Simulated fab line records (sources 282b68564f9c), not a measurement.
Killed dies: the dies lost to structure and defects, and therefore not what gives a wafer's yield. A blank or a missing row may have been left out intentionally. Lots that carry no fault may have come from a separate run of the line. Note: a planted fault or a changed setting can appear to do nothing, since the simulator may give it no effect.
Which tool is to blame? | flow rit_cmos | at 1 step of a route of 202, 7 lots with 21 wafers sampled

## WHAT THE GAUGES READ, wafer by wafer
RIT_PWELL_TW_MEAS_10.
lot  | measured    | on            | PWELL_TW
L913 | day 2 13:22 | film_metro-03 | 963 958 959
L922 | day 4 11:51 | film_metro-01 | 961 961 959
L924 | day 4 20:22 | film_metro-04 | 959 962 960
L926 | day 5 07:23 | film_metro-04 | 962 961 966
L928 | day 5 18:59 | film_metro-04 | 962 964 961
L930 | day 6 02:41 | film_metro-04 | 961 963 959
L933 | day 6 18:50 | film_metro-04 | 963 960 961

## WHICH TOOL RAN EACH LOT (tool, then ch and the chambers of the sampled wafers, then the start)
Before these readings, the record contains no process step.

## THE ANSWER, worked out from the rows above alone
Rule: the usual values come from the lots themselves. The widest of any qualifying gaps counts: lots, ordered by their means at a reading, are off when they make up no more than a third of the lots, leave a main group of 4 or more, and stand apart from it by 3 or more times the standard deviation of that group's means. If all means in a main group match to the digits the tables above print for the reading, that group is not used. Also off: a lot with no number at a reading for which 4 or more lots have one. The other lots that the step has rows for count as sound.
No lot is off on any of the readings shown, so nothing can be concluded from this.

## WHAT WAS PUT IN BY THE SIMULATOR
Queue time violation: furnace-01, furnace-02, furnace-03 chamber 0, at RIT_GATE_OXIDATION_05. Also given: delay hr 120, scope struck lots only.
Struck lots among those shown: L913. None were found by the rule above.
